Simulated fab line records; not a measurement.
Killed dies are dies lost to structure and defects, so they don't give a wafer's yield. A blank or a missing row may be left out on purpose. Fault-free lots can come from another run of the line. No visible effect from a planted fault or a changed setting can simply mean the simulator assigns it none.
fab line records -- flow rit-cmos
record lots=7, wafers=21, last-day=7
route steps=202 shown SPACER@127 NSD@131 M1@202
lots that met no fault: taken from a fault-free run of the same line
start-h: the number of hours between the record's first day and the start of the first shown wafer of the lot -- wait-h: hours since the lot's step before -- " as in the row above -- L1.1+2: one row covering several wafers at once -- - value missing, or start not given -- * or withheld: withheld -- < > ~ a bound
route shown NAME@n: a module of which the file shows steps, and the number in the route of the first -- usual: mean/standard deviation of fault-free wafers -- same: alike in all rows -- chamber/n: place in a boat -- sites: each site's reading -- _std_site: how widely they spread, as a standard deviation -- _edge_site: mean of outer sites minus mean of inner sites -- radius-mm: for every site, how far away it sits from the centre of the wafer -- mask NAME#n: copy n -- behind: tool/chamber where the wafer was last shaped -- hold: what put the lot on hold/how long, in hours/how the hold closed -- device: names the non-switching transistor (n, p or np) -- end of line: tests of these same wafers at the route's end -- where a step has no rows: the recipe by itself -- killed: dies lost to structure and defects at the first sort, not the wafer's yield -- map: shows each die of a wafer: x if killed, . if not, _ if none is there
set.NAME: setting as actually run; set.NAME@STEP: the setting as run at that earlier step -- model.NAME: the simulator's own value behind a step, which no gauge read
lots seen at some steps along the route; tables by step, rows by wafer
services: the hour from which a tool's chamber was out of use, counted from the record's first day as start-h (under 0 if before that day), plus the number of hours and why
## steps
# step RIT_SPACER_CLEAN_02
# recipe chemistry=SC2, mix=3:3:50, time-s=600, temp-c=75, dry=n2-spin
# step RIT_SPACER_CVD_03
# recipe material=Si3N4, target-thk-nm=250, temp-c=810, precursor=SiH2Cl2/NH3, time-s=3300, pressure-mtorr=300, sih2cl2-flow-sccm=60, nh3-flow-sccm=150
# step RIT_SPACER_THK_MEAS_04
# recipe reads=Si3N4_of_SPACER_CVD_03
# usual SPACER_NITRIDE_THK=249.8/1.9
lot.wafer,tool,chamber,start-h,wait-h,SPACER_NITRIDE_THK[nm]
L156.1,film-metro-01,-,53.12,0.0,249.5
L156.2,film-metro-01,-,53.12,0.0,249.9
L156.4,film-metro-01,-,53.12,0.0,249.1
L157.1,film-metro-02,-,58.07,0.0,249.5
L157.3,film-metro-02,-,58.07,0.0,249.4
L157.6,film-metro-02,-,58.07,0.0,250.7
L158.3,film-metro-01,-,63.04,0.0,246.6
L158.4,film-metro-01,-,63.04,0.0,247.6
L158.5,film-metro-01,-,63.04,0.0,247.2
L160.1,film-metro-03,-,71.88,0.0,248.6
L160.2,film-metro-03,-,71.88,0.0,248.6
L160.6,film-metro-03,-,71.88,0.0,249.1
L170.2,film-metro-01,-,125.13,0.0,250.7
L170.5,film-metro-01,-,125.13,0.0,249.2
L170.6,film-metro-01,-,125.13,0.0,249.8
L174.1,film-metro-02,-,145.45,0.0,247.5
L174.2,film-metro-02,-,145.45,0.0,248.8
L174.4,film-metro-02,-,145.45,0.0,247.4
L175.1,film-metro-01,-,150.09,0.0,254.3
L175.3,film-metro-01,-,150.09,0.0,254.5
L175.6,film-metro-01,-,150.09,0.0,254.0
# step RIT_SPACER_ETCHBACK_05
# recipe target-depth-a=2500, SF6_flow_sccm=30, CHF3_flow_sccm=30, target=Si3N4, chemistry=SF6/CHF3, pressure-mtorr=40, rf-w=250, time-s=240, stop-on=SiO2
# usual SF6_flow_sccm=29.99/0.086, drypump-motor-current-A=5.5/0.36, oes-product-au=0.843/0.015, rf-fwd-power-W=249.2/0.78, throttle-valve-pct=10.26/0.18
lot.wafer,tool,chamber,start-h,wait-h,SF6_flow_sccm,drypump-motor-current-A,oes-product-au,rf-fwd-power-W,rf-hours-counter-h,throttle-valve-pct
L156.1,rie-diel-02,1,53.18,0.1,30.01,5.3,0.848,249.2,4,10.48
L156.2,rie-diel-02,2,53.18,0.1,29.97,4.9,0.815,249.5,33,10.21
L156.4,rie-diel-02,3,53.18,0.1,29.97,5.5,0.837,248.9,86,10.11
L157.1,rie-diel-01,1,58.13,0.1,29.93,5.6,0.851,249.1,66,10.48
L157.3,rie-diel-01,2,58.13,0.1,30.04,6.1,0.871,250.3,0,10.04
L157.6,rie-diel-01,0,58.13,0.1,30.01,5.4,0.836,249.3,-,10.44
L158.3,rie-diel-02,3,63.08,0.0,29.92,5.5,0.847,249.3,86,10.10
L158.4,rie-diel-02,0,63.08,0.0,29.95,5.9,0.848,247.5,109,10.34
L158.5,rie-diel-02,3,63.08,0.0,30.05,5.5,0.844,249.5,-,10.11
L160.1,rie-diel-01,1,71.94,0.1,29.98,5.6,0.842,249.4,66,10.46
L160.2,rie-diel-01,3,71.94,0.1,29.95,4.9,0.818,248.1,0,10.17
L160.6,rie-diel-01,2,71.94,0.1,30.02,6.0,0.868,249.9,-,10.05
L170.2,rie-diel-02,1,125.18,0.0,29.98,5.3,0.853,249.8,5,10.45
L170.5,rie-diel-02,1,125.18,0.0,29.96,5.3,0.853,249.7,-,10.46
L170.6,rie-diel-02,2,125.18,0.0,30.12,4.9,0.815,250.2,-,10.21
L174.1,rie-diel-02,0,145.51,0.1,30.11,5.8,0.842,249.4,111,10.33
L174.2,rie-diel-02,2,145.51,0.1,29.95,4.9,0.823,248.5,35,10.19
L174.4,rie-diel-02,1,145.51,0.1,30.07,5.3,0.843,250.6,6,10.46
L175.1,rie-diel-02,1,150.15,0.1,30.00,5.3,0.858,248.8,6,10.48
L175.3,rie-diel-02,2,150.15,0.1,29.99,4.9,0.832,250.6,35,10.21
L175.6,rie-diel-02,1,150.15,0.1,29.95,5.3,0.865,249.0,-,10.47
# step RIT_NSD_HMDS_00
# recipe prime-time-s=60, prime-temp-c=140
# step RIT_NSD_COAT_01
# recipe resist=NOVOLAK, spin-rpm=3250, resist-thk-nm=1000
# step RIT_NSD_SOFTBAKE_02
# recipe resist=NOVOLAK, temp-c=90, time-s=60
# step RIT_NSD_EXPOSE_03
# recipe mask-id=M9, na=0.57, target-cd-nm=40700, dose-mj=250
# step RIT_NSD_PEB_04
# recipe resist=NOVOLAK, temp-c=withheld, time-s=withheld
# step RIT_NSD_DEVELOP_05
# recipe resist=NOVOLAK, develop-time-s=50, dev-temp-c=23
# step RIT_NSD_OVL_MEAS_06
# usual NSD_OVL=0.5/1.5
lot.wafer,tool,chamber,start-h,wait-h,NSD_OVL[nm]
L156.1,overlay-02,-,54.18,-,0.8
L156.2,overlay-02,-,54.18,-,-0.2
L156.4,overlay-02,-,54.18,-,-0.3
L157.1,overlay-02,-,59.13,-,0.4
L157.3,overlay-02,-,59.13,-,-1.7
L157.6,overlay-02,-,59.13,-,2.0
L158.3,overlay-02,-,64.09,-,-1.5
L158.4,overlay-02,-,64.09,-,-1.9
L158.5,overlay-02,-,64.09,-,-1.0
L160.1,overlay-02,-,72.94,-,2.0
L160.2,overlay-02,-,72.94,-,2.6
L160.6,overlay-02,-,72.94,-,1.4
L170.2,overlay-02,-,126.56,-,-0.4
L170.5,overlay-02,-,126.56,-,-0.9
L170.6,overlay-02,-,126.56,-,1.4
L174.1,overlay-01,-,146.64,-,1.8
L174.2,overlay-01,-,146.64,-,2.5
L174.4,overlay-01,-,146.64,-,-0.3
L175.1,overlay-02,-,151.35,-,4.0
L175.3,overlay-02,-,151.35,-,1.7
L175.6,overlay-02,-,151.35,-,-0.2
# step RIT_NSD_HARDBAKE_07
# recipe resist=NOVOLAK, temp-c=140, time-s=60
# step RIT_NSD_IMPLANT_08
# recipe species=P, energy-kev=25, dose-cm2=1e+15, tilt-deg=7
# usual beam-energy-keV=25.001/0.0075
# same implant-ion-amu=31
lot.wafer,tool,chamber,start-h,wait-h,beam-energy-keV,model.implant.drp-nm
L156.1,implanter-03,0,54.36,0.1,24.999,14.84
L156.2,implanter-03,0,54.36,0.1,25.000,14.84
L156.4,implanter-03,0,54.36,0.1,25.000,14.84
L157.1,implanter-03,0,59.31,0.1,24.060,14.5
L157.3,implanter-03,0,59.31,0.1,24.059,14.5
L157.6,implanter-03,0,59.31,0.1,24.075,14.5
L158.3,implanter-03,0,64.31,0.1,24.063,14.5
L158.4,implanter-03,0,64.31,0.1,24.060,14.5
L158.5,implanter-03,0,64.31,0.1,24.059,14.5
L160.1,implanter-03,0,73.12,0.1,24.070,14.5
L160.2,implanter-03,0,73.12,0.1,24.059,14.5
L160.6,implanter-03,0,73.12,0.1,24.069,14.5
L170.2,implanter-02,0,126.89,0.1,25.003,14.84
L170.5,implanter-02,0,126.89,0.1,25.003,14.84
L170.6,implanter-02,0,126.89,0.1,25.002,14.84
L174.1,implanter-02,0,146.83,0.1,25.006,14.84
L174.2,implanter-02,0,146.83,0.1,24.998,14.84
L174.4,implanter-02,0,146.83,0.1,25.000,14.84
L175.1,implanter-02,0,151.53,0.1,24.993,14.84
L175.3,implanter-02,0,151.53,0.1,24.981,14.84
L175.6,implanter-02,0,151.53,0.1,24.993,14.84
# step RIT_NSD_STRIP_09
# recipe chemistry=O2, time-s=180, resist=NOVOLAK, platen-temp-c=withheld, power-w=500, pressure-mtorr=4000, o2-flow-sccm=4000
# usual drypump-motor-current-A=5.8/0.35
lot.wafer,tool,chamber,start-h,wait-h,drypump-motor-current-A,rf-hours-counter-h
L156.1,plasma-asher-03,1,54.51,0.1,5.2,25
L156.2,plasma-asher-03,0,54.51,0.1,6.4,25
L156.4,plasma-asher-03,0,54.51,0.1,6.4,-
L157.1,plasma-asher-03,1,59.46,0.1,5.2,25
L157.3,plasma-asher-03,1,59.46,0.1,5.2,-
L157.6,plasma-asher-03,0,59.46,0.1,6.3,-
L158.3,plasma-asher-01,0,64.47,0.1,5.6,-
L158.4,plasma-asher-01,1,64.47,0.1,6.0,-
L158.5,plasma-asher-01,1,64.47,0.1,6.0,-
L160.1,plasma-asher-02,0,73.27,0.1,5.8,43
L160.2,plasma-asher-02,1,73.27,0.1,5.8,43
L160.6,plasma-asher-02,0,73.27,0.1,5.8,-
L170.2,plasma-asher-01,0,127.02,0.1,5.7,1
L170.5,plasma-asher-01,0,127.02,0.1,5.7,-
L170.6,plasma-asher-01,1,127.02,0.1,6.0,-
L174.1,plasma-asher-02,0,146.98,0.1,5.8,51
L174.2,plasma-asher-02,1,146.98,0.1,5.8,51
L174.4,plasma-asher-02,0,146.98,0.1,5.7,-
L175.1,plasma-asher-03,1,151.68,0.1,5.2,36
L175.3,plasma-asher-03,1,151.68,0.1,5.2,-
L175.6,plasma-asher-03,0,151.68,0.1,6.3,-
# step RIT_M1_PROBE_99
# usual killed-at-contacts=0.1/0.25, killed-at-front-end=7.1/2.9, killed-dies=7.2/2.9, killed-open=3.6/1.9, killed-short=3.5/1.9
# same gross-dies=264, killed_at_M0_to_M3=0, killed_at_M4_up=0, killed-at-back-side=0, killed-at-other=0
lot.wafer,tool,chamber,start-h,wait-h,killed-at-contacts,killed-at-front-end,killed-dies,killed-open,killed-short
L158.3,prober-01,-,74.36,0.2,0,4,4,2,2
L158.4,prober-01,-,74.41,0.2,0,2,2,2,0
L158.5,prober-01,-,74.46,0.2,0,7,7,2,5
L174.1,prober-02,-,156.57,0.1,0,6,6,4,2
L174.2,prober-02,-,156.62,0.1,1,11,12,7,5
L174.4,prober-02,-,156.72,0.2,0,8,8,5,3
# killed by level:class
L158.3 REOX:geometric-particle:open=2 SPACER:geometric-particle:short=1 SILICIDE:geometric-particle:short=1
L158.4 GATE:geometric-particle:open=1 REOX:geometric-particle:open=1
L158.5 GATE:geometric-particle:short=3 REOX:geometric-particle:open=1 GATE:geometric-particle:open=1 REOX:geometric-particle:short=1 SILICIDE:geometric-particle:short=1
L174.1 GATE:geometric-particle:open=4 REOX:geometric-particle:short=1 SPACER:geometric-particle:short=1
L174.2 FOX1:geometric-particle:open=2 GATE:geometric-particle:short=2 GATE:geometric-particle:open=2 FOX2:geometric-particle:open=1 REOX:geometric-particle:open=1 REOX:geometric-particle:short=1 SPACER:geometric-particle:open=1 SPACER:geometric-particle:short=1
L174.4 GATE:geometric-particle:open=4 FOX1:geometric-particle:open=1 FOX1:geometric-particle:short=1 SPACER:geometric-particle:short=1 SILICIDE:geometric-particle:short=1
## services
tool,chamber,start-h,hours,kind
plasma-asher-01,-,34.24,5.5,repair
rie-diel-02,2,34.72,10.8,repair
rie-diel-01,3,35.27,6.7,repair
rie-diel-01,3,44.84,-,clean
rie-diel-01,3,44.84,25.6,scheduled-down
rie-diel-01,3,44.84,25.6,vent-cycle
implanter-03,-,86.57,2.8,repair
implanter-02,-,98.49,0.9,repair
rie-diel-01,-,107.33,0.5,repair
plasma-asher-01,-,108.75,9.0,pm
plasma-asher-01,0,108.75,9.0,vent-cycle
plasma-asher-01,1,108.75,9.0,vent-cycle
implanter-02,-,109.12,0.7,repair
plasma-asher-02,-,109.32,2.8,pm
plasma-asher-01,0,117.75,-,clean
plasma-asher-01,1,117.75,-,clean
## key
first-sign step=RIT_NSD_IMPLANT_08, reading=beam-energy-keV, direction=down, sigmas=99+, usual=25.001, struck=24.064
effect none on later readings
model-effect step=RIT_NSD_IMPLANT_08, value=implant.drp-nm, without=14.84, struck=14.5
met-at RIT_NSD_IMPLANT_08
struck-wafers L157.1,L157.3,L157.6,L158.3,L158.4,L158.5,L160.1,L160.2,L160.6
tester-left-out L157,L158,L160
onset-between 54.36 59.31
fault kind=process-parameter-drift, tool=implanter-03, chamber=-, onset-h=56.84, steps=RIT_NSD_IMPLANT_08, channel=energy-kev, offset=-0.93768, shape=step, end-h=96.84, acts-in=these-recipes-only, stated=25
# tester-left-out: of these lots the tester's yield and bins aren't shown, on N5 and GAA mostly nor the transistor test; their killed dies are dies lost to structure and defects alone, not to doping, threshold or leakage, so they don't give the yield
